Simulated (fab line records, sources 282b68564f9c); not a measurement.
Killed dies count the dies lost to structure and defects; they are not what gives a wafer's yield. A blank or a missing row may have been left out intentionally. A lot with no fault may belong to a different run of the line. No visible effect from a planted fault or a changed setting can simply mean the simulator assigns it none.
A lot that was struck, set against a sound lot :: flow rit-cmos :: 21 out of 202 route steps
Sound: the wafers L213.1, L213.2, L213.3. Wafers struck: L219.2, L219.5, L219.6. The cause comes at the end.
For every step that has rows: the tool of each side, followed by ch and its chambers, followed by its first start. Under that, the readings that differ: sound wafers :: struck wafers :: difference of the means :: sigmas: that difference in standard deviations of wafers without a fault.
alike: a reading whose means differ by less than 2 such deviations, as well as words and numbers matching on both sides. not compared: withheld readings; readings where some wafer has no value; bounds like >300 that might hide an equal value; numbers whose values overlap and for which the record gives no deviation.
Wherever a step has rows on one side only, a row that says differs or no value, or a row with sigmas, the two part there. Non-overlapping numbers with no deviation appear without sigmas and do not part them. A reading missing from all wafers of one side parts the sides only when that side holds two or more wafers.

first, 3 steps without rows for these wafers: RIT_PWELL_EXPOSE_03 (exposes mask M3, target cd 43700 nm); RIT_PWELL_PEB_04; RIT_PWELL_DEVELOP_05 (develop time 68 s).
RIT_PWELL_OVL_MEAS_06:
  struck on overlay-01, day 3 17:24; sound on overlay-02, day 2 06:10
  alike: PWELL_OVL
then, 2 steps without rows for these wafers: RIT_PWELL_HARDBAKE_07 (time 120 s); RIT_PWELL_IMPLANT_08.
RIT_PWELL_STRIP_09: strips in O2, time 180 s.
  sound on plasma-asher-03 ch 0,1, day 2 06:40; struck on plasma-asher-03 ch 0,1, day 3 17:50
  alike: drypump-motor-current-A
  not compared: rf-hours-counter-h
RIT_PWELL_TW_MEAS_10:
  struck on film-metro-03, day 3 18:01; sound on film-metro-02, day 2 06:50
reading: PWELL_TW
sound: 953 952 958
struck: 944 941 943
difference: -12
sigmas: -2
then, 1 step without rows for these wafers: RIT_WELLDRIVE_ANNEAL_00 (time 14700 s).
RIT_WELLDRIVE_RS_MEAS_01: measurement is done with a four-point probe.
  struck on film-metro-01, day 4 01:46; sound on film-metro-02, day 2 13:22
  alike: NWELL_RS
RIT_WELLDRIVE_RS_MEAS_02: measurement is done with a four-point probe.
  struck on film-metro-01, day 4 01:53; sound on film-metro-02, day 2 13:29
  alike: PWELL_RS
then, 1 step without rows for these wafers: RIT_NRETRO_HMDS_00 (prime time 60 s).
RIT_NRETRO_COAT_01: resist thk 1300 nm.
  sound on litho-track-02 ch 0, day 2 13:45; struck on litho-track-02 ch 0, day 4 02:10
reading: spin-speed-rpm (rpm)
sound: 2000.8 1998.4 2001.2
struck: 1847.4 1848.8 1849.2
difference: -151.7
sigmas: -89

reading: model.NOVOLAK_of_NRETRO_COAT_01.thk-nm (nm)
sound: 1302 1299 1302
struck: 1353 1355 1352
difference: +52
sigmas: 
then, 4 steps without rows for these wafers: RIT_NRETRO_SOFTBAKE_02 (time 60 s); RIT_NRETRO_EXPOSE_03 (exposes mask M4, target cd 43900 nm); RIT_NRETRO_PEB_04; RIT_NRETRO_DEVELOP_05 (develop time 68.87 s).
RIT_NRETRO_OVL_MEAS_06:
  struck on overlay-01, day 4 03:00; sound on overlay-01, day 2 14:29
  alike: NRETRO_OVL
RIT_NRETRO_HARDBAKE_07: time 120 s.
  sound on litho-track-04 ch 0, day 2 14:34; struck on litho-track-01 ch 0, day 4 03:04
reading: model.NOVOLAK_of_NRETRO_COAT_01.thk-nm (nm)
sound: 1138 1136 1139
struck: 1182 1184 1181
difference: +45
sigmas: 
following that, these wafers have no rows for 1 step: RIT_NRETRO_IMPLANT_08.
RIT_M1_PROBE_99:
  struck on prober-02, day 5 09:11; sound on prober-02, day 4 04:24
  alike: killed-at-contacts, killed-at-front-end, killed-dies, killed-open, killed-short

WHERE THEY PART
At RIT_PWELL_TW_MEAS_10 first; at RIT_NRETRO_COAT_01 last (within this record only). Later steps at which nothing parts them and some readings are alike: RIT_NRETRO_OVL_MEAS_06, RIT_M1_PROBE_99.

WHY: whatever the simulator had introduced
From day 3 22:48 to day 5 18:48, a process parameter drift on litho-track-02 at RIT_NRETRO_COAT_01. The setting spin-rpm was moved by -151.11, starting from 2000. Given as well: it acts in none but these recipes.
